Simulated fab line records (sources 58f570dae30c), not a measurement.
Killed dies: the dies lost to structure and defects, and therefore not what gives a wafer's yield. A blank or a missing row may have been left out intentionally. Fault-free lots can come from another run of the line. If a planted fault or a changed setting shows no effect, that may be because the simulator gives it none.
fab line records + flow berkeleyCmos170
[record]
- lots = 7
- wafers = 21
- lastDay = 11
route steps=331 shown PWELL@51 WELLDRIVE@55 ACTIVE@60
lots with no fault: from the same line, run without faults
startH: hours from the record's opening day to when the first of the lot's shown wafers began + waitH: how many hours have passed since the lot's step before this one + " identical to the entry in the row above + L1.1+2: one row covering several wafers at once + - either no value or no given start + * or withheld: withheld + < > ~ a bound
route shown NAME@n: NAME is a module with steps in the file, n the number in the route of the first one + usual: the fault-free wafers' mean and standard deviation + same: alike in all rows + chamber/n: place in a boat + sites: the reading at each site + _std_site: how widely they spread, as a standard deviation + _edge_site: the outer-site mean with the inner-site mean subtracted + radiusMm: how far each site lies from the wafer's centre + mask NAME#n: copy n + behind: the most recent tool/chamber to have shaped the wafer + hold: cause of the lot's hold/its duration in hours/its outcome + device: the n, p or np transistor that did not switch + end of line: at the end of the route, the tests of the same wafers + a step given without rows: its recipe and nothing more + killed: the dies lost at the first sort to structure and to defects; this is not the yield of the wafer + map: shows each die of a wafer: x if killed, . if not, _ if none is there
set.NAME: the setting that was run; set.NAME@STEP: the one run at that earlier step + model.NAME: the simulator's own value behind a step, which no gauge read
a table for each step, a row for each wafer; lots at some steps of the route
[[steps]]
[step UCB170_PWELL_TW_MEAS_17]
[usual]
- PWELL_TW = 378/3.7
| lot.wafer | tool         | chamber | startH | waitH | PWELL_TW |
|-----------|--------------|---------|--------|-------|----------|
| L207.3    | filmMetro-03 | -       | 57.11  | 0.1   | 386      |
| L207.5    | "            | -       | "      | "     | 385      |
| L207.6    | "            | -       | "      | "     | 385      |
| L208.2    | filmMetro-01 | -       | 66.04  | 0.1   | 377      |
| L208.4    | "            | -       | "      | "     | 375      |
| L208.6    | "            | -       | "      | "     | 377      |
| L211.2    | filmMetro-04 | -       | 78.38  | 0.1   | 374      |
| L211.4    | "            | -       | "      | "     | 373      |
| L211.6    | "            | -       | "      | "     | 375      |
| L214.1    | filmMetro-03 | -       | 93.92  | 0.1   | 383      |
| L214.2    | "            | -       | "      | "     | 384      |
| L214.3    | "            | -       | "      | "     | 383      |
| L216.1    | filmMetro-04 | -       | 102.56 | 0.1   | 373      |
| L216.3    | "            | -       | "      | "     | 375      |
| L216.5    | "            | -       | "      | "     | 377      |
| L225.2    | filmMetro-04 | -       | 150.72 | 0.1   | 374      |
| L225.4    | "            | -       | "      | "     | 376      |
| L225.6    | "            | -       | "      | "     | 375      |
| L226.2    | filmMetro-01 | -       | 156.55 | 0.1   | 375      |
| L226.4    | "            | -       | "      | "     | 374      |
| L226.5    | "            | -       | "      | "     | 373      |
[step UCB170_PWELL_CLEAN_18]
[recipe]
- chemistry = SPM
- tempC = 120
- timeS = 600
[step UCB170_PWELL_WET_ETCH_19]
[recipe]
- chemistry = H3PO4
- target = Si3N4
- tempC = 160
- timeS = 14400
[step UCB170_PWELL_WET_ETCH_20]
[recipe]
- chemistry = BOE
- dilution = 5:1
- target = SiO2
- tempC = 25
- timeS = 22
[step UCB170_WELLDRIVE_CLEAN_00]
[recipe]
- chemistry = SPM
- tempC = 120
- timeS = 600
[step UCB170_WELLDRIVE_OXIDATION_01]
[recipe]
- tempC = 1100
- ambient = O2
- targetThkA = 1990
- oxTimeS = 9000
[step UCB170_WELLDRIVE_THK_MEAS_02]
[recipe]
- reads = SiO2_of_WELLDRIVE_OXIDATION_01
[usual]
- WELLDRIVE_OXIDE_THK = 200/4.4
| lot.wafer | tool         | chamber | startH | waitH | WELLDRIVE_OXIDE_THK[nm] |
|-----------|--------------|---------|--------|-------|-------------------------|
| L207.3    | filmMetro-01 | -       | 67.83  | 0.0   | 194                     |
| L207.5    | "            | -       | "      | "     | 193                     |
| L207.6    | "            | -       | "      | "     | 193                     |
| L208.2    | filmMetro-04 | -       | 77.53  | 0.0   | 208                     |
| L208.4    | "            | -       | "      | "     | 207                     |
| L208.6    | "            | -       | "      | "     | 211                     |
| L211.2    | filmMetro-01 | -       | 89.35  | 0.0   | 197                     |
| L211.4    | "            | -       | "      | "     | 194                     |
| L211.6    | "            | -       | "      | "     | 193                     |
| L214.1    | filmMetro-01 | -       | 104.95 | 0.0   | 198                     |
| L214.2    | "            | -       | "      | "     | 198                     |
| L214.3    | "            | -       | "      | "     | 200                     |
| L216.1    | filmMetro-01 | -       | 113.80 | 0.0   | 201                     |
| L216.3    | "            | -       | "      | "     | 199                     |
| L216.5    | "            | -       | "      | "     | 202                     |
| L225.2    | filmMetro-01 | -       | 163.90 | 0.0   | 205                     |
| L225.4    | "            | -       | "      | "     | 202                     |
| L225.6    | "            | -       | "      | "     | 204                     |
| L226.2    | filmMetro-04 | -       | 168.22 | 0.0   | 200                     |
| L226.4    | "            | -       | "      | "     | 201                     |
| L226.5    | "            | -       | "      | "     | 203                     |
[step UCB170_WELLDRIVE_ANNEAL_03]
[recipe]
- tempC = 1100
- timeS = 900
- ambient = N2
[step UCB170_WELLDRIVE_WET_ETCH_04]
[recipe]
- chemistry = BOE
- dilution = 5:1
- target = SiO2
- tempC = 25
- timeS = 120
[step UCB170_ACTIVE_CLEAN_00]
[recipe]
- chemistry = SPM
- tempC = 120
- timeS = 600
[step UCB170_ACTIVE_CLEAN_01]
[recipe]
- chemistry = dHF
- dilution = 25:1
- timeS = 60
[step UCB170_ACTIVE_OXIDATION_02]
[recipe]
- tempC = 1000
- ambient = O2
- targetThkA = 264
- oxTimeS = 1260
[step UCB170_ACTIVE_THK_MEAS_03]
[recipe]
- reads = SiO2_of_ACTIVE_OXIDATION_02
[usual]
- ACTIVE_OXIDE_THK = 26.4/0.51
| lot.wafer | tool         | chamber | startH | waitH | ACTIVE_OXIDE_THK[nm] |
|-----------|--------------|---------|--------|-------|----------------------|
| L207.3    | filmMetro-03 | -       | 76.41  | 0.0   | 26.8                 |
| L207.5    | "            | -       | "      | "     | 26.5                 |
| L207.6    | "            | -       | "      | "     | 26.9                 |
| L208.2    | filmMetro-04 | -       | 87.30  | 0.0   | 26.2                 |
| L208.4    | "            | -       | "      | "     | 26.2                 |
| L208.6    | "            | -       | "      | "     | 26.3                 |
| L211.2    | filmMetro-02 | -       | 103.20 | 0.0   | 28.5                 |
| L211.4    | "            | -       | "      | "     | 28.3                 |
| L211.6    | "            | -       | "      | "     | 28.4                 |
| L214.1    | filmMetro-02 | -       | 115.15 | 0.0   | 28.1                 |
| L214.2    | "            | -       | "      | "     | 28.5                 |
| L214.3    | "            | -       | "      | "     | 28.6                 |
| L216.1    | filmMetro-02 | -       | 124.35 | 0.0   | 29.6                 |
| L216.3    | "            | -       | "      | "     | 29.7                 |
| L216.5    | "            | -       | "      | "     | 28.9                 |
| L225.2    | filmMetro-04 | -       | 171.99 | 0.0   | 26.1                 |
| L225.4    | "            | -       | "      | "     | 25.9                 |
| L225.6    | "            | -       | "      | "     | 26.0                 |
| L226.2    | filmMetro-04 | -       | 177.95 | 0.0   | 25.6                 |
| L226.4    | "            | -       | "      | "     | 25.5                 |
| L226.5    | "            | -       | "      | "     | 25.8                 |
[step UCB170_ACTIVE_ANNEAL_04]
[recipe]
- tempC = 1000
- timeS = 900
- ambient = N2
[[key]]
[firstSign]
- step = UCB170_ACTIVE_THK_MEAS_03
- reading = ACTIVE_OXIDE_THK
- direction = up
- sigmas = 4.6
- usual = 26.4
- struck = 28.8
effect none on later readings
metAt UCB170_ACTIVE_THK_MEAS_03
struckWafers L211.2,L211.4,L211.6,L214.1,L214.2,L214.3,L216.1,L216.3,L216.5
testerLeftOut L211,L214,L216
[fault]
- kind = metrologyMatchingOffset
- tool = filmMetro-02
- chamber = -
- onsetH = 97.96
- steps = UCB170_ACTIVE_THK_MEAS_03
- param = thkNm
- offset = 2.4422
// testerLeftOut: of these lots the tester's yield and bins aren't shown, on N5 and GAA mostly nor the transistor test; their killed dies are dies lost to structure and defects alone, not to doping, threshold or leakage, so they don't give the yield
